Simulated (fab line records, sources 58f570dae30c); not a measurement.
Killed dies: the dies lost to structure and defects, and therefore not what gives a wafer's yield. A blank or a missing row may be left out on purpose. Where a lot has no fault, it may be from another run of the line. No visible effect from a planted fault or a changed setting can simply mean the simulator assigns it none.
Shared-tool check :: flow berkeley_cmos170 :: 14 lots, 42 wafers sampled

## REASON IT WAS OPENED
At UCB170_SPACER_THK_MEAS_01 the reading SPACER_TEOS_THK is flagged on 2 of 14 lots. No-fault wafers: 389 nm, standard deviation 4.2.
Rule: a lot gets a flag if all its wafers with a number sit over 4 standard deviations from that mean, or if no wafer of it has a number. The other lots count as sound.

lot: L836
measured: day 6 20:59
on: film_metro-03
SPACER_TEOS_THK (nm), wafer by wafer: 388 384 396
flag: 

lot: L839
measured: day 6 21:10
on: film_metro-04
SPACER_TEOS_THK (nm), wafer by wafer: 391 392 389
flag: 

lot: L835
measured: day 6 21:17
on: film_metro-02
SPACER_TEOS_THK (nm), wafer by wafer: 386 396 396
flag: 

lot: L842
measured: day 7 23:02
on: film_metro-04
SPACER_TEOS_THK (nm), wafer by wafer: 390 389 396
flag: 

lot: L840
measured: day 8 00:29
on: film_metro-02
SPACER_TEOS_THK (nm), wafer by wafer: 351 363 355
flag: FLAGGED

lot: L844
measured: day 8 18:32
on: film_metro-03
SPACER_TEOS_THK (nm), wafer by wafer: 353 356 360
flag: FLAGGED

lot: L849
measured: day 9 09:27
on: film_metro-03
SPACER_TEOS_THK (nm), wafer by wafer: 387 395 388
flag: 

lot: L848
measured: day 9 10:28
on: film_metro-02
SPACER_TEOS_THK (nm), wafer by wafer: 382 383 390
flag: 

lot: L850
measured: day 9 10:36
on: film_metro-04
SPACER_TEOS_THK (nm), wafer by wafer: 384 386 389
flag: 

lot: L852
measured: day 10 01:51
on: film_metro-02
SPACER_TEOS_THK (nm), wafer by wafer: 383 390 388
flag: 

lot: L854
measured: day 10 06:08
on: film_metro-02
SPACER_TEOS_THK (nm), wafer by wafer: 397 392 393
flag: 

lot: L853
measured: day 10 07:20
on: film_metro-02
SPACER_TEOS_THK (nm), wafer by wafer: 390 394 391
flag: 

lot: L857
measured: day 10 22:10
on: film_metro-03
SPACER_TEOS_THK (nm), wafer by wafer: 383 387 388
flag: 

lot: L858
measured: day 10 23:52
on: film_metro-04
SPACER_TEOS_THK (nm), wafer by wafer: 381 384 387
flag: 
Average over the flagged lots: 356 nm; offset from the usual -33 nm, equal to -8 standard deviations.

## EACH LOT AND THE TOOL IT RAN ON
The record holds 1 process step before the reading, out of a route of 331 steps. Every cell lists first the tool, next ch and the chambers used by the sampled wafers, and last the start.
lot: L836
flag: 
UCB170_SPACER_CVD_00: pecvd-04 ch 0,1,2, day 6 20:56

lot: L839
flag: 
UCB170_SPACER_CVD_00: pecvd-02 ch 0,1,2, day 6 21:08

lot: L835
flag: 
UCB170_SPACER_CVD_00: pecvd-01 ch 0,1, day 6 21:13

lot: L842
flag: 
UCB170_SPACER_CVD_00: pecvd-04 ch 1,2, day 7 22:59

lot: L840
flag: FLAGGED
UCB170_SPACER_CVD_00: pecvd-01 ch 0,2, day 8 00:26

lot: L844
flag: FLAGGED
UCB170_SPACER_CVD_00: pecvd-01 ch 0,1, day 8 18:30

lot: L849
flag: 
UCB170_SPACER_CVD_00: pecvd-02 ch 0,1,2, day 9 09:23

lot: L848
flag: 
UCB170_SPACER_CVD_00: pecvd-04 ch 0,2, day 9 10:23

lot: L850
flag: 
UCB170_SPACER_CVD_00: pecvd-02 ch 1,2, day 9 10:32

lot: L852
flag: 
UCB170_SPACER_CVD_00: pecvd-02 ch 1,2, day 10 01:47

lot: L854
flag: 
UCB170_SPACER_CVD_00: pecvd-02 ch 0,1,2, day 10 06:05

lot: L853
flag: 
UCB170_SPACER_CVD_00: pecvd-04 ch 0,1, day 10 07:17

lot: L857
flag: 
UCB170_SPACER_CVD_00: pecvd-04 ch 1,2, day 10 22:05

lot: L858
flag: 
UCB170_SPACER_CVD_00: pecvd-02 ch 1,2, day 10 23:50
What is done by these steps:
- UCB170_SPACER_CVD_00: deposits SiO2 from TEOS/O2, target thk 376 nm, time 48.54 s.
- UCB170_SPACER_THK_MEAS_01

## FLAGGED OVER TOTAL, TOOL BY TOOL (the gauges that took the reading come last)
step: UCB170_SPACER_CVD_00
tool: pecvd-01
lots run: 3
flagged: 2
share of the flagged lots: all
sound lots run after its first flagged lot: 0

step: UCB170_SPACER_CVD_00
tool: pecvd-02
lots run: 6
flagged: 0
share of the flagged lots: none
sound lots run after its first flagged lot: -

step: UCB170_SPACER_CVD_00
tool: pecvd-04
lots run: 5
flagged: 0
share of the flagged lots: none
sound lots run after its first flagged lot: -

step: UCB170_SPACER_THK_MEAS_01
tool: film_metro-02
lots run: 6
flagged: 1
share of the flagged lots: some
sound lots run after its first flagged lot: 4 (L848,L852,L854,L853)

step: UCB170_SPACER_THK_MEAS_01
tool: film_metro-03
lots run: 4
flagged: 1
share of the flagged lots: some
sound lots run after its first flagged lot: 2 (L849,L857)

step: UCB170_SPACER_THK_MEAS_01
tool: film_metro-04
lots run: 4
flagged: 0
share of the flagged lots: none
sound lots run after its first flagged lot: -

## WHAT IS ALLOWED BY THE TABLE
In the table, 1 row covers all flagged lots: pecvd-01 at UCB170_SPACER_CVD_00.
- pecvd-01 at UCB170_SPACER_CVD_00: 2 of its 3 lots flagged. A fault beginning between L835 (day 6 21:13), its last sound lot, and L840 (day 8 00:26), its first flagged one, fits the data.
One tool is left: pecvd-01 at UCB170_SPACER_CVD_00.

## WHAT WAS PUT IN BY THE SIMULATOR
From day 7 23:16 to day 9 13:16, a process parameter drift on pecvd-01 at UCB170_SPACER_CVD_00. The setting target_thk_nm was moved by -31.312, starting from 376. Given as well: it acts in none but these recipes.
Struck lots among those shown: L840, L844. The rule above reached the same finding.
